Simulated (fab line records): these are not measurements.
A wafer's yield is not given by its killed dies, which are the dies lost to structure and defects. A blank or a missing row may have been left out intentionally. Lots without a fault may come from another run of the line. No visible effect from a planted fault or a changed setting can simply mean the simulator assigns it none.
The tool behind it: which one? -- flow rit_cmos -- 13 lots with 39 wafers sampled at 2 steps, on a route of 202 steps

== WHAT EACH GAUGE READ, for each wafer ==
No reading from a measuring or inspecting step in the record can be judged against a usual standard deviation.

== TOOL THAT RAN EACH LOT (tool first, then ch and the chambers of the sampled wafers, then the start) ==
lot,RIT_GATE_CLEAN_04,RIT_M1_PROBE_99
L502,"wet_bench-03 ch 2, day 2 08:53",-
L503,"wet_bench-04 ch 1, day 2 14:59",-
L504,"wet_bench-02 ch 3, day 2 23:17",-
L505,"wet_bench-03 ch 3, day 3 03:31",-
L506,"wet_bench-02 ch 2, day 3 05:01",-
L511,"wet_bench-02 ch 3, day 4 10:20","prober-01, day 6 08:21"
L516,"wet_bench-04 ch 3, day 5 09:35",-
L517,"wet_bench-03 ch 1, day 5 15:33","prober-01, day 6 18:19"
L518,"wet_bench-04 ch 1, day 5 19:43",-
L520,"wet_bench-03 ch 1, day 6 04:02",-
L523,"wet_bench-03 ch 3, day 6 18:47",-
L524,"wet_bench-02 ch 0, day 7 00:00",-
L525,"wet_bench-04 ch 2, day 7 07:44",-
- RIT_GATE_CLEAN_04: cleans in dHF, time 60 s.
- RIT_M1_PROBE_99

== AS READ BY THE TOOLS THEMSELVES (means over the sampled wafers that have a number; for cases with no such wafer, the mark the record gives instead) ==
RIT_GATE_CLEAN_04. Usual: run_length_s reads 86.6 s (standard deviation 2.9).
lot,tool,run_length_s (s),flag
L502,wet_bench-03,85.8,
L503,wet_bench-04,91.5,
L504,wet_bench-02,84.7,
L505,wet_bench-03,92.6,
L506,wet_bench-02,85.4,
L511,wet_bench-02,143.5,OFF
L516,wet_bench-04,85.5,
L517,wet_bench-03,84.5,
L518,wet_bench-04,85.7,
L520,wet_bench-03,85.1,
L523,wet_bench-03,85.6,
L524,wet_bench-02,86.0,
L525,wet_bench-04,84.7,

RIT_M1_PROBE_99. Usual: killed_at_M0_to_M3 0.0, standard deviation 0.12; killed_at_contacts 0.1, standard deviation 0.25; killed_at_front_end 6.8, standard deviation 2.7; killed_dies 6.8, standard deviation 2.7; killed_open 3.4, standard deviation 1.8; killed_short 3.5, standard deviation 1.7.
lot,tool,killed_at_M0_to_M3,killed_at_contacts,killed_at_front_end,killed_dies,killed_open,killed_short,flag
L511,prober-01,0.0,0.0,5.0,5.0,3.0,2.0,
L517,prober-01,0.0,0.0,7.0,7.0,3.0,4.0,

== THE ANSWER, worked out from the rows above alone ==
Rule: lot off if the mean of its wafers having a number is beyond 3 standard deviations from the usual mean. Also off: a lot with no number at a reading for which 4 or more lots have one. Any other lot the step has rows for is counted as sound. Order of review: gauges by route order, followed by the tools' own readings, for which a lot's mean as printed above is used. The first step at which some lot is off is used, and at that step the reading that is off furthest; a lot without a number counts as furthest.
Off, at RIT_GATE_CLEAN_04 on run_length_s: L511.
If a tool, at that step or one of the process steps before it, ran each lot that is off and ran no sound lot following the first of them, it fits. No candidate that was tried fits.

== WHAT THE SIMULATOR HAD PUT IN ==
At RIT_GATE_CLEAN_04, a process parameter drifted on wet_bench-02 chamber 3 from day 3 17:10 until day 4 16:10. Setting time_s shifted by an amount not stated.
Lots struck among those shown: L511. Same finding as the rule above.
